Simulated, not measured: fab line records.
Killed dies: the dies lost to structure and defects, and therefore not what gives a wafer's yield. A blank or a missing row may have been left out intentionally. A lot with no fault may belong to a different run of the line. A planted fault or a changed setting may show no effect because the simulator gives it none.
Which tool was responsible? + flow berkeley_cmos170 + Sampling: 13 lots, 39 wafers, 6 of 331 route steps

## WHAT THE GAUGES SHOWED, per wafer
UCB170_GATE_CD_MEAS_12: target cd 350 nm. Usual: cd_nm at 349.9 nm, with a standard deviation of 1.
| lot  | measured     | on        | cd_nm (nm)        | flag |
|------|--------------|-----------|-------------------|------|
| L192 | day 5 22:51  | cd_sem-01 | 348.6 349.3 348.9 |      |
| L193 | day 6 14:07  | cd_sem-01 | 349.3 351.3 350.1 |      |
| L195 | day 6 17:36  | cd_sem-01 | 349.5 350.3 350.0 |      |
| L194 | day 6 17:57  | cd_sem-02 | 350.3 350.2 350.8 |      |
| L197 | day 7 03:20  | cd_sem-02 | 349.7 350.6 350.9 |      |
| L199 | day 8 01:11  | cd_sem-02 | 349.6 349.5 350.3 |      |
| L198 | day 8 01:14  | cd_sem-01 | 347.6 348.2 347.5 |      |
| L200 | day 8 04:32  | cd_sem-02 | 349.6 349.7 347.9 |      |
| L210 | day 10 06:33 | cd_sem-02 | 349.2 349.7 349.1 |      |
| L209 | day 10 06:47 | cd_sem-02 | 348.8 349.1 350.2 |      |
| L212 | day 10 12:31 | cd_sem-02 | 350.0 351.7 350.7 |      |
| L211 | day 10 12:46 | cd_sem-02 | 350.1 349.8 349.3 |      |
| L213 | day 10 20:07 | cd_sem-02 | 350.1 349.1 350.0 |      |

UCB170_GATE_CD_MEAS_90: target cd 350 nm. Usual: cd_nm at 349.8 nm, with a standard deviation of 1.3.
| lot  | measured     | on        | cd_nm (nm)        | flag |
|------|--------------|-----------|-------------------|------|
| L192 | day 5 23:11  | cd_sem-01 | 347.5 349.8 348.7 |      |
| L193 | day 6 14:28  | cd_sem-01 | 349.8 349.3 351.0 |      |
| L195 | day 6 18:03  | cd_sem-02 | 351.0 350.4 351.5 |      |
| L194 | day 6 18:17  | cd_sem-02 | 348.4 349.8 349.4 |      |
| L197 | day 7 03:41  | cd_sem-02 | 350.5 350.6 351.9 |      |
| L199 | day 8 01:32  | cd_sem-02 | 350.3 350.8 349.5 |      |
| L198 | day 8 01:35  | cd_sem-01 | 347.4 348.8 348.0 |      |
| L200 | day 8 04:53  | cd_sem-01 | 348.9 348.9 348.0 |      |
| L210 | day 10 06:55 | cd_sem-02 | 350.3 348.6 347.9 |      |
| L209 | day 10 07:08 | cd_sem-01 | 349.4 349.5 350.3 |      |
| L212 | day 10 12:52 | cd_sem-01 | 350.2 350.6 351.4 |      |
| L211 | day 10 13:07 | cd_sem-02 | 350.7 349.8 350.9 |      |
| L213 | day 10 20:28 | cd_sem-02 | 348.3 348.2 349.4 |      |

UCB170_PLDD_OVL_MEAS_07. Usual: for PLDD_OVL the level is -1 nm and the standard deviation is 6.
| lot  | measured     | on         | PLDD_OVL (nm) | flag |
|------|--------------|------------|---------------|------|
| L192 | day 6 02:04  | overlay-02 | 0 -6 -12      |      |
| L193 | day 6 15:41  | overlay-02 | -6 4 -8       |      |
| L195 | day 6 19:44  | overlay-01 | -8 -3 -4      |      |
| L194 | day 6 20:01  | overlay-01 | 0 -4 1        |      |
| L197 | day 7 04:55  | overlay-01 | 12 4 3        |      |
| L199 | day 8 03:08  | overlay-02 | -6 -10 -2     |      |
| L198 | day 8 03:24  | overlay-01 | -1 7 9        |      |
| L200 | day 8 06:35  | overlay-02 | 5 -6 4        |      |
| L210 | day 10 08:26 | overlay-02 | 0 -3 -2       |      |
| L209 | day 10 08:55 | overlay-01 | -5 2 7        |      |
| L212 | day 10 14:14 | overlay-01 | -1 -6 2       |      |
| L211 | day 10 14:29 | overlay-02 | -6 -1 -2      |      |
| L213 | day 10 22:03 | overlay-01 | 10 -1 -1      |      |

UCB170_NSD_TW_MEAS_10. Usual: for NSD_TW the level is 4177 and the standard deviation is 46.
| lot  | measured     | on            | NSD_TW         | flag |
|------|--------------|---------------|----------------|------|
| L192 | day 6 12:53  | film_metro-03 | 4208 4192 4227 |      |
| L193 | day 7 04:00  | film_metro-03 | 4218 4219 4218 |      |
| L195 | day 7 04:13  | film_metro-01 | 4129 4119 4114 |      |
| L194 | day 7 04:43  | film_metro-01 | 4136 4137 4126 |      |
| L197 | day 7 15:37  | film_metro-03 | 4219 4209 4211 |      |
| L199 | day 8 13:25  | film_metro-01 | 4127 4128 4140 |      |
| L198 | day 8 13:38  | film_metro-03 | 4208 4200 4198 |      |
| L200 | day 8 17:58  | film_metro-03 | 30 30 30       | OFF  |
| L210 | day 10 20:43 | film_metro-03 | 4252 4236 4221 |      |
| L209 | day 10 21:15 | film_metro-01 | 4141 4107 4124 |      |
| L212 | day 11 05:57 | film_metro-01 | 4122 4144 4109 |      |
| L211 | day 11 06:05 | film_metro-03 | 4213 4189 4206 |      |
| L213 | day 11 09:31 | film_metro-01 | 4148 4142 4135 |      |

## WHAT TOOL EACH LOT RAN ON (gives the tool, then ch and the chambers of the sampled wafers, and finally the start)
| lot  | UCB170_PSD_STRIP_09                  | UCB170_NSD_STRIP_09                  |
|------|--------------------------------------|--------------------------------------|
| L192 | plasma_asher-03 ch 0,1, day 6 11:01  | plasma_asher-01 ch 0,1, day 6 12:47  |
| L193 | plasma_asher-04 ch 0,1, day 7 02:15  | plasma_asher-01 ch 0,1, day 7 03:55  |
| L195 | plasma_asher-03 ch 1, day 7 02:29    | plasma_asher-03 ch 0,1, day 7 04:07  |
| L194 | plasma_asher-03 ch 0,1, day 7 02:55  | plasma_asher-01 ch 0,1, day 7 04:36  |
| L197 | plasma_asher-04 ch 0,1, day 7 13:56  | plasma_asher-02 ch 0,1, day 7 15:32  |
| L199 | plasma_asher-04 ch 0,1, day 8 11:26  | plasma_asher-03 ch 0,1, day 8 13:19  |
| L198 | plasma_asher-01 ch 0,1, day 8 11:40  | plasma_asher-02 ch 0,1, day 8 13:32  |
| L200 | plasma_asher-03 ch 0,1, day 8 16:01  | plasma_asher-03 ch 0,1, day 8 17:52  |
| L210 | plasma_asher-01 ch 0,1, day 10 19:07 | plasma_asher-02 ch 0,1, day 10 20:36 |
| L209 | plasma_asher-04 ch 0,1, day 10 19:21 | plasma_asher-03 ch 0,1, day 10 21:08 |
| L212 | plasma_asher-03 ch 0,1, day 11 01:01 | plasma_asher-01 ch 0,1, day 11 05:50 |
| L211 | plasma_asher-04 ch 0,1, day 11 01:14 | plasma_asher-02 ch 0,1, day 11 05:58 |
| L213 | plasma_asher-01 ch 0,1, day 11 07:01 | plasma_asher-03 ch 0,1, day 11 09:25 |
- UCB170_PSD_STRIP_09: strips in O2.
- UCB170_NSD_STRIP_09: strips in O2.

## WHAT THE TOOLS THEMSELVES READ (means of the sampled wafers that have a number; where no wafer has one, the mark that the record gives instead)
UCB170_PSD_STRIP_09. Usual: drypump_motor_current_A 5.55 A, standard deviation 0.27; oes_product_au 0.600 a.u., standard deviation 0.0052; strip_time_to_endpoint_s 29.40 s, standard deviation 0.08.
| lot  | tool            | drypump_motor_current_A (A) | oes_product_au (a.u.) | strip_time_to_endpoint_s (s) | flag |
|------|-----------------|-----------------------------|-----------------------|------------------------------|------|
| L192 | plasma_asher-03 | 5.59                        | 0.602                 | 29.32                        |      |
| L193 | plasma_asher-04 | 5.50                        | 0.601                 | 29.44                        |      |
| L195 | plasma_asher-03 | 5.70                        | 0.600                 | 29.52                        |      |
| L194 | plasma_asher-03 | 5.63                        | 0.605                 | 29.28                        |      |
| L197 | plasma_asher-04 | 5.50                        | 0.600                 | 29.33                        |      |
| L199 | plasma_asher-04 | 5.75                        | 0.598                 | 29.31                        |      |
| L198 | plasma_asher-01 | 5.42                        | 0.599                 | 29.50                        |      |
| L200 | plasma_asher-03 | 5.49                        | 0.440                 | -                            | OFF  |
| L210 | plasma_asher-01 | 5.42                        | 0.605                 | 29.44                        |      |
| L209 | plasma_asher-04 | 5.77                        | 0.599                 | 29.47                        |      |
| L212 | plasma_asher-03 | 5.52                        | 0.601                 | 29.46                        |      |
| L211 | plasma_asher-04 | 5.75                        | 0.599                 | 29.38                        |      |
| L213 | plasma_asher-01 | 5.44                        | 0.600                 | 29.41                        |      |

UCB170_NSD_STRIP_09. Usual: drypump_motor_current_A 5.52 A, standard deviation 0.11; oes_product_au 0.534 a.u., standard deviation 0.0044; strip_time_to_endpoint_s 35.85 s, standard deviation 0.076.
| lot  | tool            | drypump_motor_current_A (A) | oes_product_au (a.u.) | strip_time_to_endpoint_s (s) | flag |
|------|-----------------|-----------------------------|-----------------------|------------------------------|------|
| L192 | plasma_asher-01 | 5.46                        | 0.531                 | 35.74                        |      |
| L193 | plasma_asher-01 | 5.44                        | 0.533                 | 35.81                        |      |
| L195 | plasma_asher-03 | 5.52                        | 0.538                 | 35.73                        |      |
| L194 | plasma_asher-01 | 5.41                        | 0.540                 | 35.91                        |      |
| L197 | plasma_asher-02 | 5.54                        | 0.535                 | 35.99                        |      |
| L199 | plasma_asher-03 | 5.60                        | 0.536                 | 35.81                        |      |
| L198 | plasma_asher-02 | 5.56                        | 0.531                 | 35.83                        |      |
| L200 | plasma_asher-03 | 5.52                        | 0.609                 | 56.16                        | OFF  |
| L210 | plasma_asher-02 | 5.54                        | 0.533                 | 35.77                        |      |
| L209 | plasma_asher-03 | 5.60                        | 0.535                 | 35.86                        |      |
| L212 | plasma_asher-01 | 5.44                        | 0.532                 | 35.86                        |      |
| L211 | plasma_asher-02 | 5.55                        | 0.538                 | 35.92                        |      |
| L213 | plasma_asher-03 | 5.52                        | 0.535                 | 35.79                        |      |

## THE ANSWER, worked out from the rows above alone
Rule: take the mean of a lot's wafers that have a number; if it is more than 3 standard deviations from the usual mean, the lot is off. A lot without any number at a reading at which 4 lots or more have one is off too. The other lots that the step has rows for count as sound. First the gauges in route order, then the tools' own readings, where a lot's mean is used as printed above. At the first step where some lot is off, the reading lying furthest off is the one used; lots without a number count as furthest.
Off: at UCB170_NSD_TW_MEAS_10 (NSD_TW), L200.
If a tool, at a process step before that reading, ran all the lots that are off and no sound lot after the first of them, it fits. The gauges at UCB170_NSD_TW_MEAS_10 aren't tried: what is off there is off at UCB170_PSD_STRIP_09 too, on other tools, and a gauge's error can't cause that. Of those tried, none fits.

## WHAT WAS PUT IN BY THE SIMULATOR
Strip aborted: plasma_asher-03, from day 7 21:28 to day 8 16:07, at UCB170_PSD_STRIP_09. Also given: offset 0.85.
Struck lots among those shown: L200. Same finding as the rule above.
